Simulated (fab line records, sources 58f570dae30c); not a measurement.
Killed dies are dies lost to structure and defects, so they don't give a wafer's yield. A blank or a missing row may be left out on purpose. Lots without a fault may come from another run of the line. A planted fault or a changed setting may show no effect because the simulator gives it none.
Split-lot experiment | flow berkeley_cmos170 | 5 lots, 23 wafers read, on a route of 331 steps

THE SPLIT
At UCB170_M1_SPUTTER_00 (material Al, target thk 600 nm, time 80 s), the setting time_s was moved away from the recipe's 80 s on 10 of the 23 wafers read, by -13.5% to +13.0%. The other wafers ran this setting at the recipe's value.

FROM THE SPLIT TO THE READING: what the file shows between them, 2 steps
- UCB170_M1_RS_MEAS_01: measures by four-point-probe
- UCB170_M1_THK_MEAS_02: measures by xrf

THE READING
oes_product_au, in a.u., at UCB170_M1_METAL_ETCH_12 (etches Al in Cl2/BCl3, stops on PSG, target depth 780 nm, time 130 s). Fault-free wafers of this fab line usually give 0.849 a.u., standard deviation 0.017 a.u..

wafer  | tool, chamber at the split | time_s as run, s | against the recipe | oes_product_au, a.u. | against lot-mates on the recipe
L077.1 | pvd_sputter-01, -          | 87.77            | +9.7%              | 0.891                | +0.053
L077.2 | pvd_sputter-01, -          | 87.77            | +9.7%              | 0.884                | +0.046
L077.3 | pvd_sputter-01, -          | 87.77            | +9.7%              | 0.891                | +0.053
L077.4 | pvd_sputter-01, -          | 80               | recipe             | 0.844                | -
L077.6 | pvd_sputter-01, -          | 80               | recipe             | 0.832                | -
L076.1 | pvd_sputter-04, -          | 80               | recipe             | 0.842                | -
L076.2 | pvd_sputter-04, -          | 69.19            | -13.5%             | 0.799                | -0.060
L076.4 | pvd_sputter-04, -          | 80               | recipe             | 0.865                | -
L076.5 | pvd_sputter-04, -          | 69.19            | -13.5%             | 0.781                | -0.078
L076.6 | pvd_sputter-04, -          | 80               | recipe             | 0.869                | -
L079.1 | pvd_sputter-01, -          | 70.37            | -12.0%             | 0.789                | -0.050
L079.3 | pvd_sputter-01, -          | 70.37            | -12.0%             | 0.782                | -0.057
L079.4 | pvd_sputter-01, -          | 80               | recipe             | 0.833                | -
L079.5 | pvd_sputter-01, -          | 80               | recipe             | 0.844                | -
L079.6 | pvd_sputter-01, -          | 80               | recipe             | 0.839                | -
L081.1 | pvd_sputter-01, -          | 90.39            | +13.0%             | 0.900                | +0.066
L081.2 | pvd_sputter-01, -          | 90.39            | +13.0%             | 0.897                | +0.063
L081.3 | pvd_sputter-01, -          | 90.39            | +13.0%             | 0.906                | +0.072
L081.5 | pvd_sputter-01, -          | 80               | recipe             | 0.832                | -
L081.6 | pvd_sputter-01, -          | 80               | recipe             | 0.836                | -
L083.1 | pvd_sputter-01, -          | 80               | recipe             | 0.874                | -
L083.2 | pvd_sputter-01, -          | 80               | recipe             | 0.836                | -
L083.5 | pvd_sputter-01, -          | 80               | recipe             | 0.861                | -

THE FIT
A straight line over all 23 wafers: oes_product_au changes by +0.0044 a.u. for each +1% of time_s; r = +0.95; the points scatter about the line by 0.012 a.u..
The same after taking each lot's own level away (the mean of its wafers on the recipe; 23 wafers): +0.00499 a.u. for each +1%; r = +0.98; scatter 0.0089 a.u..
On that fit, the largest move of time_s shifts the reading by 0.067 a.u..
The lots' own levels span 0.8340 to 0.8587 a.u., that is 1.5 times the standard deviation above.
So the lot-to-lot level changes the slope: the two fits differ.
Check: with one of the wafers moved furthest among these (-13.5%) left out of the fit, the line predicts -0.0679 a.u. for it against its lot-mates. It came out at -0.0597 a.u. against them.

OTHER SPLITS ON THESE WAFERS
These wafers also went through other splits before the reading. Each is held against what the fit with the lots' levels taken away leaves over:
other split on the same wafers     | wafers away from the commonest value | r with oes_product_au (lot level and that fit taken away)
UCB170_SILICIDE_SPUTTER_01 time_s  | 5                                    | -0.05
UCB170_CONTACT_CVD_01 o2_flow_sccm | 18                                   | +0.10
UCB170_CONTACT_PEB_13 peb_temp_c   | 5                                    | -0.10

THE WHOLE CHAIN: every reading that the file lists as answering this split, in the file's order
step                    | what it does                                                         | reading                                                                     | change (the file's fit)                   | r (the file's)
UCB170_M1_SPUTTER_00    | material Al, target thk 600 nm, time 80 s                            | Al_of_M1_SPUTTER_00.thk_nm (the simulator's own value, which no gauge read) | +6.12 nm for each +1% of the setting      | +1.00
UCB170_M1_RS_MEAS_01    | measures by four-point-probe                                         | M1_AL_RS                                                                    | -0.000523 for each +1% of the setting     | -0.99
UCB170_M1_THK_MEAS_02   | measures by xrf                                                      | M1_AL_THK                                                                   | +5.99 for each +1% of the setting         | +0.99
UCB170_M1_METAL_ETCH_12 | etches Al in Cl2/BCl3, stops on PSG, target depth 780 nm, time 130 s | oes_product_au                                                              | +0.00496 a.u. for each +1% of the setting | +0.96

THE FILE'S OWN FIT
oes_product_au changes by +0.00496 a.u. for each +1% of time_s, r = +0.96.
